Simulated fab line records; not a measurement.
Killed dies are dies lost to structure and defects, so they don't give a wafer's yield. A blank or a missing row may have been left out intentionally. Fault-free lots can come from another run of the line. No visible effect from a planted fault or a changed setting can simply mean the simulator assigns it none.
The tool behind it: which one?	flow rit_cmos	Sampling: 15 lots, 45 wafers, 2 of 202 route steps

== WHAT THE GAUGES SHOWED, per wafer ==
RIT_CONTACT_CD_MEAS_08 targets a cd of 1000 nm. Usual: 1000.0 nm for cd_nm, sd 2.6.
lot	measured	on	cd_nm (nm)	flag
L458	day 3 19:44	cd_sem-01	995.4 996.2 997.9	
L460	day 4 11:02	cd_sem-01	998.5 999.1 996.1	
L462	day 4 14:43	cd_sem-01	999.2 995.8 997.6	
L463	day 5 01:28	cd_sem-02	- - -	OFF
L464	day 5 03:38	cd_sem-01	- - -	OFF
L465	day 5 10:56	cd_sem-01	- - -	OFF
L469	day 6 01:10	cd_sem-01	998.2 1000.8 999.3	
L470	day 6 14:27	cd_sem-02	997.5 998.2 997.6	
L471	day 7 03:29	cd_sem-02	999.0 998.5 1001.6	
L472	day 7 05:25	cd_sem-01	1003.7 1003.3 1004.2	
L475	day 7 22:47	cd_sem-01	998.3 999.7 999.6	
L476	day 8 00:45	cd_sem-01	999.8 997.3 996.4	
L478	day 8 05:50	cd_sem-01	1000.8 1003.0 999.6	
L477	day 8 07:17	cd_sem-01	1002.3 1001.4 1002.7	
L479	day 8 11:24	cd_sem-02	1000.1 997.7 996.3	

== WHAT TOOL EACH LOT RAN ON (gives the tool, then ch and the chambers of the sampled wafers, and finally the start) ==
lot	RIT_CONTACT_COAT_03
L458	litho_track-03 ch 0, day 3 18:53
L460	litho_track-04 ch 0, day 4 10:13
L462	litho_track-04 ch 0, day 4 13:46
L463	litho_track-04, day 5 00:40
L464	litho_track-03, day 5 02:41
L465	litho_track-02, day 5 07:40
L469	litho_track-02 ch 0, day 6 00:20
L470	litho_track-03 ch 0, day 6 13:31
L471	litho_track-02 ch 0, day 7 02:40
L472	litho_track-02 ch 0, day 7 04:25
L475	litho_track-03 ch 0, day 7 21:50
L476	litho_track-03 ch 0, day 7 23:57
L478	litho_track-02 ch 0, day 8 04:51
L477	litho_track-02 ch 0, day 8 06:23
L479	litho_track-03 ch 0, day 8 10:34
- RIT_CONTACT_COAT_03: resist thk 1000 nm.

== AS READ BY THE TOOLS THEMSELVES (means over the sampled wafers that have a number; for cases with no such wafer, the mark the record gives instead) ==
RIT_CONTACT_COAT_03. Usual: chill_plate_temp_C 23.02 C, standard deviation 0.11; dispense_pressure_kPa 51 kPa, standard deviation 7.
lot	tool	chill_plate_temp_C (C)	dispense_pressure_kPa (kPa)	flag
L458	litho_track-03	22.97	59	
L460	litho_track-04	23.04	48	
L462	litho_track-04	23.10	48	
L463	litho_track-04	-	-	OFF
L464	litho_track-03	-	-	OFF
L465	litho_track-02	-	-	OFF
L469	litho_track-02	22.97	43	
L470	litho_track-03	23.02	59	
L471	litho_track-02	22.89	43	
L472	litho_track-02	23.00	43	
L475	litho_track-03	22.87	59	
L476	litho_track-03	23.00	59	
L478	litho_track-02	23.10	44	
L477	litho_track-02	23.20	44	
L479	litho_track-03	23.02	59	

== THE ANSWER, worked out from the rows above alone ==
Rule: a lot counts as off when the mean over its wafers that have a number is more than 3 standard deviations away from the usual mean. A lot without any number at a reading at which 4 lots or more have one is off too. Any other lot the step has rows for is counted as sound. The gauges are gone through in route order, then the tools' own readings, and for those a lot's mean is taken as printed above. The first step at which some lot is off is used, and at that step the reading that is off furthest; a lot without a number counts as furthest.
Off: L463, L464, L465 (RIT_CONTACT_CD_MEAS_08, cd_nm). Without a number there: L463, L464, L465.
If a tool, at a process step before that reading, ran all the lots that are off and no sound lot after the first of them, it fits. The gauges at RIT_CONTACT_CD_MEAS_08 aren't tried: what is off there is off at RIT_CONTACT_COAT_03 too, on other tools, and a gauge's error can't cause that. Of those tried, none fits.

== WHAT THE SIMULATOR HAD INSERTED ==
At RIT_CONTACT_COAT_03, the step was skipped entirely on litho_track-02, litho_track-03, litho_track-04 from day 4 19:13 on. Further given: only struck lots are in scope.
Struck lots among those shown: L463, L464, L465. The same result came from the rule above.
